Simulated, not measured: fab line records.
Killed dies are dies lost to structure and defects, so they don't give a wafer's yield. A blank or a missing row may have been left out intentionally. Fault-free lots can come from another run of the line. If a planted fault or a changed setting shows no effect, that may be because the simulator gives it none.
The same fault as seen by 2 desks    flow ritCmos    numbers are kept per desk, each desk with only its own; the story behind them comes last

## AT THE METROLOGY DESK
What the gauges read for every lot (on any tool): the sampled wafers with a number, averaged. If a lot's mean is further than 4 standard deviations from the usual mean, the lot is out of limits and carries the mark OUT (the distance appears in the brackets).
Columns: A = PLDD_TW at RIT_PLDD_TW_MEAS_10, usual 2329; B = PLDD_RS at RIT_SDANNEAL_RS_MEAS_06, usual 178.5 ohm/sq
lot   first seen here  A               B
L770  day 2 19:11      2318            178.3
L771  day 2 23:47      2333            178.3
L772  day 3 06:04      2318            178.7
L774  day 3 16:11      2340            179.1
L776  day 4 00:34      2315            178.8
L781  day 5 01:59      1479 (-65) OUT  582.5 (+99 or more) OUT
L782  day 5 11:19      1466 (-66) OUT  600.8 (+99 or more) OUT
L783  day 5 13:01      2325            178.6
L784  day 5 17:55      2346            178.7
L786  day 6 04:11      2321            178.5
L788  day 6 14:59      2343            178.3
L790  day 6 23:56      2322            178.9
L791  day 7 04:16      2344            178.2
This desk reports L781, L782 out of limits; the earliest was L781 at day 5 01:59 (PLDD_TW at RIT_PLDD_TW_MEAS_10). In limits: L770, L771, L772, L774, L776, L783, L784, L786, L788, L790, L791.

## TOOL OWNER'S DESK, implanter-04
For each lot that ran on this tool, the mean over its sampled wafers that have a number, from the tool's own readings at RIT_PLDD_IMPLANT_08. If a lot's mean is further than 4 standard deviations from the usual mean, the lot is out of limits and carries the mark OUT (the distance appears in the brackets).
Columns: A = beamOnS at RIT_PLDD_IMPLANT_08, usual 10.01 s; B = doseIonsCm2 at RIT_PLDD_IMPLANT_08, usual 8.999e+14; C = endStationPressureTorr at RIT_PLDD_IMPLANT_08, usual 7.2e-06 Torr; D = faradayCurrentUA at RIT_PLDD_IMPLANT_08, usual 2820
lot   first seen here  A      B                            C                   D
L772  day 3 05:44      10.10  9.008e+14                    7.3e-06             2789
L774  day 3 15:52      10.04  9.000e+14                    7.0e-06             2809
L776  day 4 00:15      10.11  9.004e+14                    7.2e-06             2799
L781  day 5 01:43      9.85   1.803e+14 (-99 or more) OUT  5.4e-06 (-4.5) OUT  575 (-42) OUT
L782  day 5 11:00      10.01  1.795e+14 (-99 or more) OUT  5.3e-06 (-4.7) OUT  567 (-42) OUT
Finding of this desk: L781, L782 out of limits; the first was L781 at day 5 01:43, on doseIonsCm2 at RIT_PLDD_IMPLANT_08. In limits: L772, L774, L776.

## TAKEN TOGETHER
The tool owner's desk could have raised an alarm at day 5 01:43, on L781, L782.
On L781, L782, the metrology desk was in a position to raise an alarm at day 5 01:59.
On implanter-04, each named lot ran RIT_PLDD_IMPLANT_08.

## WHAT THE SIMULATOR HAD PUT IN
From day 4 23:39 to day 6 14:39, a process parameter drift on implanter-04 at RIT_PLDD_IMPLANT_08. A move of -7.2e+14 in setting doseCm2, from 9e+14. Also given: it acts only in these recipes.
Struck lots among those shown: L781, L782.
Delay (hours) between the fault's onset and each desk's first out-of-limits reading: 2 at the tool owner's desk, 2 at the metrology desk.
